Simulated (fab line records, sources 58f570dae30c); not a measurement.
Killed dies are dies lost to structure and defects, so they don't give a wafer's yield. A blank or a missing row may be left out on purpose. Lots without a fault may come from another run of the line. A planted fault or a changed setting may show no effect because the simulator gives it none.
Which tool did it? | flow berkeley_cmos170 | 16 lots, 48 wafers sampled, at 4 steps of a route of 331

WHAT THE GAUGES READ, wafer by wafer
UCB170_NWELL_THK_MEAS_02.
lot  | measured    | on            | NWELL_OXIDE_THK (nm)
L427 | day 1 22:14 | film_metro-01 | 25.9 25.8 25.8
L428 | day 2 03:31 | film_metro-02 | 26.4 26.6 26.0
L429 | day 2 10:41 | film_metro-02 | 26.7 27.3 26.8
L430 | day 2 16:06 | film_metro-03 | 26.0 26.3 26.1
L432 | day 3 06:16 | film_metro-01 | 26.1 26.1 26.6
L435 | day 3 14:47 | film_metro-02 | 25.7 26.7 26.2
L434 | day 3 14:47 | film_metro-01 | 25.3 25.8 25.2
L436 | day 3 23:08 | film_metro-01 | 26.9 27.1 27.1
L437 | day 3 23:08 | film_metro-02 | 26.9 26.7 26.8
L438 | day 4 07:50 | film_metro-01 | 27.2 27.0 26.8
L441 | day 4 21:35 | film_metro-02 | 26.9 26.2 26.7
L443 | day 5 07:13 | film_metro-03 | 26.9 26.9 26.9
L444 | day 5 15:28 | film_metro-01 | 26.9 26.8 26.7
L445 | day 5 18:22 | film_metro-02 | 26.6 26.3 26.7
L447 | day 6 05:03 | film_metro-01 | 26.0 25.7 26.0
L448 | day 6 11:35 | film_metro-02 | 26.9 27.2 27.1

UCB170_PWELL_THK_MEAS_03.
lot  | measured    | on            | PWELL_OXIDE_THK (nm)
L427 | day 2 13:30 | film_metro-04 | 27.2 26.9 27.2
L428 | day 3 02:19 | film_metro-04 | 26.1 26.3 25.8
L429 | day 3 02:20 | film_metro-03 | 26.0 26.4 25.9
L430 | day 3 12:41 | film_metro-01 | 26.0 25.4 26.2
L432 | day 4 00:29 | film_metro-04 | 26.4 26.3 26.3
L435 | day 4 06:02 | film_metro-03 | 25.6 25.5 25.3
L434 | day 4 06:02 | film_metro-01 | 26.5 26.6 26.0
L436 | day 4 14:35 | film_metro-01 | 27.4 27.0 27.2
L437 | day 4 14:36 | film_metro-03 | 27.7 27.2 27.4
L438 | day 5 00:32 | film_metro-01 | 27.1 27.0 26.7
L441 | day 5 15:41 | film_metro-04 | 27.0 26.9 27.2
L443 | day 6 02:13 | film_metro-01 | 26.7 26.5 26.9
L444 | day 6 08:52 | film_metro-01 | 26.4 26.9 26.3
L445 | day 6 08:52 | film_metro-04 | 25.6 25.6 25.6
L447 | day 6 20:31 | film_metro-04 | 26.3 26.2 25.5
L448 | day 7 04:28 | film_metro-01 | 26.5 26.8 26.6

UCB170_PFIELD_OVL_MEAS_06.
lot  | measured    | on         | PFIELD_OVL (nm)
L427 | day 4 06:40 | overlay-01 | -4 -2 2
L428 | day 4 21:10 | overlay-01 | -4 -3 1
L429 | day 4 21:37 | overlay-01 | 5 4 4
L430 | day 5 01:35 | overlay-01 | -4 -2 -7
L432 | day 5 07:59 | overlay-01 | 3 0 2
L435 | day 5 19:09 | overlay-01 | 0 -4 1
L434 | day 5 19:26 | overlay-01 | -1 -4 3
L436 | day 6 06:35 | overlay-01 | -1 -6 -9
L437 | day 6 06:07 | overlay-01 | -5 -7 -4
L438 | day 6 16:50 | overlay-01 | 4 1 -4
L441 | day 7 10:05 | overlay-01 | 1 0 3
L443 | day 7 21:09 | overlay-01 | 0 -3 1
L444 | day 7 21:26 | overlay-01 | 1 6 -4
L445 | day 7 20:55 | overlay-02 | -6 1 -3
L447 | day 8 21:51 | overlay-02 | -5 -2 6
L448 | day 8 21:35 | overlay-01 | 0 5 -2

WHICH TOOL RAN EACH LOT (tool, then ch and the chambers of the sampled wafers, then the start)
lot  | UCB170_PFIELD_EXPOSE_03
L427 | krf_scanner-01 ch 0, day 4 06:17
L428 | krf_scanner-02 ch 0, day 4 20:11
L429 | krf_scanner-01 ch 0, day 4 20:27
L430 | krf_scanner-01 ch 0, day 5 00:35
L432 | krf_scanner-01 ch 0, day 5 07:36
L435 | krf_scanner-01 ch 0, day 5 18:46
L434 | krf_scanner-02 ch 0, day 5 19:01
L436 | krf_scanner-02 ch 0, day 6 06:02
L437 | krf_scanner-01 ch 0, day 6 05:37
L438 | krf_scanner-01 ch 0, day 6 16:26
L441 | krf_scanner-01 ch 0, day 7 09:34
L443 | krf_scanner-01 ch 0, day 7 20:46
L444 | krf_scanner-01 ch 0, day 7 20:53
L445 | krf_scanner-02 ch 0, day 7 20:19
L447 | krf_scanner-01 ch 0, day 8 21:30
L448 | krf_scanner-02 ch 0, day 8 21:01
- UCB170_PFIELD_EXPOSE_03: exposes mask PFIELD, target cd 1500 nm.

WHAT THE TOOLS THEMSELVES READ (means of the sampled wafers that have a number; where no wafer has one, the mark that the record gives instead)
UCB170_PFIELD_EXPOSE_03.
lot  | tool           | exposure_dose_mJ_cm2
L427 | krf_scanner-01 | 30.02
L428 | krf_scanner-02 | 29.98
L429 | krf_scanner-01 | 29.99
L430 | krf_scanner-01 | 30.06
L432 | krf_scanner-01 | 30.04
L435 | krf_scanner-01 | 30.00
L434 | krf_scanner-02 | 30.00
L436 | krf_scanner-02 | 30.00
L437 | krf_scanner-01 | 30.01
L438 | krf_scanner-01 | 30.03
L441 | krf_scanner-01 | 35.21
L443 | krf_scanner-01 | 35.23
L444 | krf_scanner-01 | 35.24
L445 | krf_scanner-02 | 29.98
L447 | krf_scanner-01 | 35.22
L448 | krf_scanner-02 | 29.99

THE ANSWER, worked out from the rows above alone
Rule: what is usual is taken from the lots themselves. Put in order of their means at a reading, lots are off if they are a third of the lots or fewer, leave a main group of 4 or more, and stand apart from it by a gap of 3 or more times the standard deviation of the main group's means; of several such gaps the widest counts. A main group whose means are all the same, to the digits that the tables above print for the reading, isn't used. A lot without any number at a reading at which 4 lots or more have one is off too. The other lots that the step has rows for count as sound. The gauges are gone through in route order, then the tools' own readings, and for those a lot's mean is taken as printed above. The first step at which some lot is off is used, and at that step the reading that is off furthest; a lot without a number counts as furthest.
Off: L441, L443, L444, L447, at UCB170_PFIELD_EXPOSE_03 (exposure_dose_mJ_cm2). The main group: mean 30.01, standard deviation 0.024.
A tool fits if, at that step or a process step before it, it ran every lot that is off, and no sound lot after the first of them. One fits: krf_scanner-01 at UCB170_PFIELD_EXPOSE_03. Its last sound lot is L438 (day 6 16:26), its first lot that is off L441 (day 7 09:34): a fault that began between those two fits.
The tool's own readings at UCB170_PFIELD_EXPOSE_03 bear it out: on the lots that are off they differ by more than 5 times the standard deviation of the sound lots' means. exposure_dose_mJ_cm2 reads 35.23 there against 30.01 on the sound lots.

WHAT THE SIMULATOR HAD PUT IN
Process parameter drift: krf_scanner-01, from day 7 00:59 on, at UCB170_PFIELD_EXPOSE_03. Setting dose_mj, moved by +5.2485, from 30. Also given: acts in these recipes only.
Lots struck among those shown: L441, L443, L444, L447. The rule above found the same.
